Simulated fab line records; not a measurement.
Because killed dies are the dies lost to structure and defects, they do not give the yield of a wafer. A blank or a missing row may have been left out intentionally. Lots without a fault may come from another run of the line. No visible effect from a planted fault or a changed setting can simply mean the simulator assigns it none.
Split-lot study || flow berkeley-cmos170 || 23 wafers read across 5 lots, on a route 331 steps long

## ABOUT THE SPLIT
At UCB170_NLDD_COAT_01 (resist thk 900 nm), the setting resist-thk-nm was moved away from the recipe's 900 nm on 9 of the 23 wafers read, by -3.4% to +4.7%. All remaining wafers had this setting at the recipe value.

The reading is taken at the split's own step.

## THE READING
KrF_of_NLDD_COAT_01.thk-nm (the simulator's own value, which no gauge read), in nm, at UCB170_NLDD_COAT_01 (resist thk 900 nm). The file does not state a usual value for it. Average 899.2 nm, standard deviation 2 nm, over the 14 wafers here run with the recipe.

{"wafer": "L074.1", "tool, chamber at the split": "litho-track-01, 0", "resist-thk-nm as run, nm": 900, "against the recipe": "recipe", "KrF_of_NLDD_COAT_01.thk-nm, nm": 897.9, "against lot-mates on the recipe": "-"}
{"wafer": "L074.2", "tool, chamber at the split": "litho-track-01, 0", "resist-thk-nm as run, nm": 900, "against the recipe": "recipe", "KrF_of_NLDD_COAT_01.thk-nm, nm": 899.3, "against lot-mates on the recipe": "-"}
{"wafer": "L074.3", "tool, chamber at the split": "litho-track-01, 0", "resist-thk-nm as run, nm": 878.4, "against the recipe": "-2.4%", "KrF_of_NLDD_COAT_01.thk-nm, nm": 879.3, "against lot-mates on the recipe": -19.3}
{"wafer": "L074.4", "tool, chamber at the split": "litho-track-01, 0", "resist-thk-nm as run, nm": 878.4, "against the recipe": "-2.4%", "KrF_of_NLDD_COAT_01.thk-nm, nm": 876.8, "against lot-mates on the recipe": -21.8}
{"wafer": "L074.6", "tool, chamber at the split": "litho-track-01, 0", "resist-thk-nm as run, nm": 878.4, "against the recipe": "-2.4%", "KrF_of_NLDD_COAT_01.thk-nm, nm": 876.6, "against lot-mates on the recipe": -22.0}
{"wafer": "L077.1", "tool, chamber at the split": "litho-track-01, 0", "resist-thk-nm as run, nm": 869.2, "against the recipe": "-3.4%", "KrF_of_NLDD_COAT_01.thk-nm, nm": 866.1, "against lot-mates on the recipe": -32.8}
{"wafer": "L077.2", "tool, chamber at the split": "litho-track-01, 0", "resist-thk-nm as run, nm": 900, "against the recipe": "recipe", "KrF_of_NLDD_COAT_01.thk-nm, nm": 899.2, "against lot-mates on the recipe": "-"}
{"wafer": "L077.3", "tool, chamber at the split": "litho-track-01, 0", "resist-thk-nm as run, nm": 900, "against the recipe": "recipe", "KrF_of_NLDD_COAT_01.thk-nm, nm": 898.9, "against lot-mates on the recipe": "-"}
{"wafer": "L077.4", "tool, chamber at the split": "litho-track-01, 0", "resist-thk-nm as run, nm": 900, "against the recipe": "recipe", "KrF_of_NLDD_COAT_01.thk-nm, nm": 898.7, "against lot-mates on the recipe": "-"}
{"wafer": "L077.5", "tool, chamber at the split": "litho-track-01, 0", "resist-thk-nm as run, nm": 869.2, "against the recipe": "-3.4%", "KrF_of_NLDD_COAT_01.thk-nm, nm": 867.5, "against lot-mates on the recipe": -31.4}
{"wafer": "L082.1", "tool, chamber at the split": "litho-track-01, 0", "resist-thk-nm as run, nm": 900, "against the recipe": "recipe", "KrF_of_NLDD_COAT_01.thk-nm, nm": 898.7, "against lot-mates on the recipe": "-"}
{"wafer": "L082.2", "tool, chamber at the split": "litho-track-01, 0", "resist-thk-nm as run, nm": 900, "against the recipe": "recipe", "KrF_of_NLDD_COAT_01.thk-nm, nm": 898.6, "against lot-mates on the recipe": "-"}
{"wafer": "L082.3", "tool, chamber at the split": "litho-track-01, 0", "resist-thk-nm as run, nm": 884.7, "against the recipe": "-1.7%", "KrF_of_NLDD_COAT_01.thk-nm, nm": 884.5, "against lot-mates on the recipe": -14.3}
{"wafer": "L082.5", "tool, chamber at the split": "litho-track-01, 0", "resist-thk-nm as run, nm": 900, "against the recipe": "recipe", "KrF_of_NLDD_COAT_01.thk-nm, nm": 899, "against lot-mates on the recipe": "-"}
{"wafer": "L082.6", "tool, chamber at the split": "litho-track-01, 0", "resist-thk-nm as run, nm": 884.7, "against the recipe": "-1.7%", "KrF_of_NLDD_COAT_01.thk-nm, nm": 886.2, "against lot-mates on the recipe": -12.6}
{"wafer": "L083.1", "tool, chamber at the split": "litho-track-01, 0", "resist-thk-nm as run, nm": 942.4, "against the recipe": "+4.7%", "KrF_of_NLDD_COAT_01.thk-nm, nm": 941.4, "against lot-mates on the recipe": "+39.3"}
{"wafer": "L083.2", "tool, chamber at the split": "litho-track-01, 0", "resist-thk-nm as run, nm": 900, "against the recipe": "recipe", "KrF_of_NLDD_COAT_01.thk-nm, nm": 904.1, "against lot-mates on the recipe": "-"}
{"wafer": "L083.3", "tool, chamber at the split": "litho-track-01, 0", "resist-thk-nm as run, nm": 900, "against the recipe": "recipe", "KrF_of_NLDD_COAT_01.thk-nm, nm": 899.8, "against lot-mates on the recipe": "-"}
{"wafer": "L083.5", "tool, chamber at the split": "litho-track-01, 0", "resist-thk-nm as run, nm": 900, "against the recipe": "recipe", "KrF_of_NLDD_COAT_01.thk-nm, nm": 902.5, "against lot-mates on the recipe": "-"}
{"wafer": "L083.6", "tool, chamber at the split": "litho-track-01, 0", "resist-thk-nm as run, nm": 942.4, "against the recipe": "+4.7%", "KrF_of_NLDD_COAT_01.thk-nm, nm": 943.2, "against lot-mates on the recipe": "+41.1"}
{"wafer": "L085.2", "tool, chamber at the split": "litho-track-01, 0", "resist-thk-nm as run, nm": 900, "against the recipe": "recipe", "KrF_of_NLDD_COAT_01.thk-nm, nm": 894.7, "against lot-mates on the recipe": "-"}
{"wafer": "L085.4", "tool, chamber at the split": "litho-track-01, 0", "resist-thk-nm as run, nm": 900, "against the recipe": "recipe", "KrF_of_NLDD_COAT_01.thk-nm, nm": 898.5, "against lot-mates on the recipe": "-"}
{"wafer": "L085.5", "tool, chamber at the split": "litho-track-01, 0", "resist-thk-nm as run, nm": 900, "against the recipe": "recipe", "KrF_of_NLDD_COAT_01.thk-nm, nm": 899.1, "against lot-mates on the recipe": "-"}

THE FIT
A straight line over all 23 wafers: KrF_of_NLDD_COAT_01.thk-nm changes by +9.15 nm for each +1% of resist-thk-nm; r = +0.99; the points scatter about the line by 1.9 nm.
The same after taking each lot's own level away (the mean of its wafers on the recipe; 23 wafers): +8.74 nm for each +1%; r = +1.00; scatter 1.5 nm.
The reading moves by 41 nm for the largest change in resist-thk-nm, on that fit.
Measured against the standard deviation above, the lots' own levels, which go from 897.43 to 902.13 nm, span 2.3 times it.
So the lot-to-lot level changes the slope little: the two slopes agree.
Check: +41.9 nm against its lot-mates is what the line predicts for one of the wafers moved furthest among these (+4.7%) when that wafer is left out of the fit. Against them it came out at +39.3 nm.

## OTHER SPLITS APPLIED TO THESE WAFERS
Note: prior to the reading, these wafers also went through further splits. Each is held against what the fit with the lots' levels taken away leaves over:
{"other split on the same wafers": "UCB170_START_OXIDATION_02 temp-c", "wafers away from the commonest value": 15, "r with KrF_of_NLDD_COAT_01.thk-nm (lot level and that fit taken away)": "+0.28"}
{"other split on the same wafers": "UCB170_ACTIVE_CVD_05 temp-c", "wafers away from the commonest value": 18, "r with KrF_of_NLDD_COAT_01.thk-nm (lot level and that fit taken away)": "+0.11"}
{"other split on the same wafers": "UCB170_SACOX_OXIDATION_01 temp-c", "wafers away from the commonest value": 15, "r with KrF_of_NLDD_COAT_01.thk-nm (lot level and that fit taken away)": -0.15}
{"other split on the same wafers": "UCB170_NVT_IMPLANT_07 dose-cm2", "wafers away from the commonest value": 5, "r with KrF_of_NLDD_COAT_01.thk-nm (lot level and that fit taken away)": "+0.03"}
{"other split on the same wafers": "UCB170_GATE_COAT_07 spin-rpm", "wafers away from the commonest value": 10, "r with KrF_of_NLDD_COAT_01.thk-nm (lot level and that fit taken away)": "+0.22"}
{"other split on the same wafers": "UCB170_GATE_PEB_10 peb-temp-c", "wafers away from the commonest value": 12, "r with KrF_of_NLDD_COAT_01.thk-nm (lot level and that fit taken away)": "+0.34"}
{"other split on the same wafers": "UCB170_PLDD_IMPLANT_08 dose-cm2", "wafers away from the commonest value": 9, "r with KrF_of_NLDD_COAT_01.thk-nm (lot level and that fit taken away)": -0.18}

## THE WHOLE CHAIN: every reading that the file lists as answering this split, in the file's order
{"step": "UCB170_NLDD_COAT_01", "what it does": "resist thk 900 nm", "reading": "KrF_of_NLDD_COAT_01.thk-nm (the simulator's own value, which no gauge read)", "change (the file's fit)": "+8.75 nm for each +1% of the setting", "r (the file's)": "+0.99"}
{"step": "UCB170_NLDD_STRIP_10", "what it does": "strips in O2", "reading": "strip-time-to-endpoint-s", "change (the file's fit)": "withheld for each +1% of the setting", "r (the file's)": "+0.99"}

## FILE'S OWN FIT
KrF_of_NLDD_COAT_01.thk-nm changes by +8.75 nm for each +1% of resist-thk-nm, r = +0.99.
